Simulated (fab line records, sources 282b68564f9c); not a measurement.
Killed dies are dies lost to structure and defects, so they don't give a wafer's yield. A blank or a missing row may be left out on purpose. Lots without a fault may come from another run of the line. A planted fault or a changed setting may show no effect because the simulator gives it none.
One fault seen from 2 desks | flow rit_cmos | each desk has only its own numbers; what lay behind them comes last

THE TOOL OWNER'S DESK: litho_track-01
The tool's own readings at RIT_PLDD_SOFTBAKE_02 (time 60 s): means of the sampled wafers that have a number, for each lot that ran on this tool. A lot is out of limits, marked OUT, if its mean lies more than 4 standard deviations from the usual mean; the brackets give that distance.
Columns: A = exhaust_pa at RIT_PLDD_SOFTBAKE_02, usual 45.1 Pa; B = heater_power_total_W at RIT_PLDD_SOFTBAKE_02, usual 34.57 W; C = plate_temp_C at RIT_PLDD_SOFTBAKE_02, usual 90.00 C
lot  | first seen here | A    | B               | C
L228 | day 3 23:59     | 46.6 | 34.55           | 90.14
L233 | day 5 00:31     | 45.4 | 32.77 (-38) OUT | 86.57 (-25) OUT
L234 | day 5 15:56     | 45.4 | 32.74 (-39) OUT | 86.57 (-24) OUT
This desk's finding: out of limits on L233, L234; first on L233, day 5 00:31 (heater_power_total_W at RIT_PLDD_SOFTBAKE_02). In limits: L228.

THE METROLOGY DESK
What the gauges read, lot by lot, whatever tool the lot ran on: means of the sampled wafers that have a number. A lot is out of limits, marked OUT, if its mean lies more than 4 standard deviations from the usual mean; the brackets give that distance.
Columns: A = NLDD_OVL at RIT_NLDD_OVL_MEAS_06, usual -0.2 nm; B = NLDD_TW at RIT_NLDD_TW_MEAS_10, usual 2476; C = PLDD_OVL at RIT_PLDD_OVL_MEAS_06, usual -1.6 nm
lot  | first seen here | A    | B    | C
L228 | day 3 23:07     | -1.7 | 2480 | -3.3
L233 | day 4 23:37     | -0.1 | 2484 | -0.5
L234 | day 5 15:02     | -0.5 | 2488 | -3.4
L241 | day 7 04:59     | 1.0  | 2466 | 0.2
L242 | day 7 11:40     | -1.2 | 2497 | -1.4
L243 | day 7 11:55     | -0.3 | 2471 | -1.8
This desk's finding: nothing out of limits on any of the 6 lots.

PUT TOGETHER
The tool owner's desk could have raised an alarm at day 5 00:31, on L233, L234.
The metrology desk saw nothing out of limits.
The metrology desk has L233, L234 on record, within its limits.
Of the lots named, all ran RIT_PLDD_SOFTBAKE_02 on litho_track-01.

WHAT THE SIMULATOR HAD PUT IN
Process parameter drift: litho_track-01, from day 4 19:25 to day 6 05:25, at RIT_PLDD_SOFTBAKE_02. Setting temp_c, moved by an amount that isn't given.
Lots struck among those shown: L233, L234.
Hours from the fault's start to each desk's first reading out of limits: the tool owner's desk, 5.
